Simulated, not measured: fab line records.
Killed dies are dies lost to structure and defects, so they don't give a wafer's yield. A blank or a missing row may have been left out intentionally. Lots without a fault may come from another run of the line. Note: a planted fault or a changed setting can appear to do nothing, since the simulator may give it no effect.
Which tool did it?	flow berkeley_cmos170	13 lots, 39 wafers sampled, at 2 steps of a route of 331

WHAT EACH GAUGE READ, for each wafer
UCB170_PSD_OVL_MEAS_07. Usual: for PSD_OVL the level is -2 nm and the standard deviation is 5.8.
lot	measured	on	PSD_OVL (nm)	flag
L609	day 6 10:50	overlay-02	2 -4 -8	
L611	day 6 22:17	overlay-01	-7 -3 -6	
L617	day 8 09:16	overlay-01	8 4 8	
L616	day 8 16:16	overlay-02	-10 -14 -8	
L618	day 8 16:34	overlay-01	-1 -1 0	
L622	day 9 06:14	overlay-02	-7 -11 0	
L623	day 10 00:34	overlay-01	-1 6 5	
L625	day 10 00:42	overlay-02	-10 -2 3	
L624	day 10 01:05	overlay-01	8 7 6	
L626	day 10 10:52	overlay-02	4 -5 7	
L627	day 10 10:59	overlay-01	0 9 4	
L631	day 10 23:31	overlay-02	-9 -1 -13	
L632	day 11 21:16	overlay-02	-1 -10 -9	

UCB170_NSD_CD_MEAS_06: target cd 1200 nm. Usual: cd_nm reads 1199.7 nm (standard deviation 1.4).
lot	measured	on	cd_nm (nm)	flag
L609	day 6 12:21	cd_sem-01	1201.0 1200.8 1200.4	
L611	day 7 02:16	cd_sem-02	1198.2 1198.9 1198.4	
L617	day 8 13:55	cd_sem-02	1200.2 1198.8 1200.1	
L616	day 8 23:53	cd_sem-02	1201.6 1201.1 1201.9	
L618	day 9 00:12	cd_sem-02	1199.2 1199.5 1199.9	
L622	day 9 10:09	cd_sem-01	1199.7 1200.9 1199.2	
L623	day 10 04:21	cd_sem-01	1198.1 1198.8 1198.3	
L625	day 10 04:36	cd_sem-02	1199.2 1198.7 1198.8	
L624	day 10 05:04	cd_sem-01	1199.5 1198.3 1198.6	
L626	day 10 13:47	cd_sem-02	1200.1 1200.4 1200.4	
L627	day 10 14:16	cd_sem-02	1198.1 1197.6 1198.0	
L631	day 11 01:37	cd_sem-02	1198.6 1198.5 1198.8	
L632	day 11 22:39	cd_sem-01	1198.1 1198.9 1198.2	

EACH LOT AND THE TOOL THAT RAN IT (in order: tool; ch and the chambers of the sampled wafers; start)
There is no process step in the record ahead of these readings.

WHAT THE TOOLS THEMSELVES READ (means of the sampled wafers that have a number; where no wafer has one, the mark that the record gives instead)
The record holds no such reading with a usual standard deviation.

THE ANSWER, worked out from the rows above alone
Rule: take the mean of a lot's wafers that have a number; if it is more than 3 standard deviations from the usual mean, the lot is off. A lot without any number at a reading at which 4 lots or more have one is off too. The other lots that the step has rows for count as sound. The gauges are gone through in route order, then the tools' own readings, and for those a lot's mean is taken as printed above. At the first step where some lot is off, the reading lying furthest off is the one used; lots without a number count as furthest.
None of the lots is off at any reading shown; this tells nothing.

WHAT THE SIMULATOR PUT IN
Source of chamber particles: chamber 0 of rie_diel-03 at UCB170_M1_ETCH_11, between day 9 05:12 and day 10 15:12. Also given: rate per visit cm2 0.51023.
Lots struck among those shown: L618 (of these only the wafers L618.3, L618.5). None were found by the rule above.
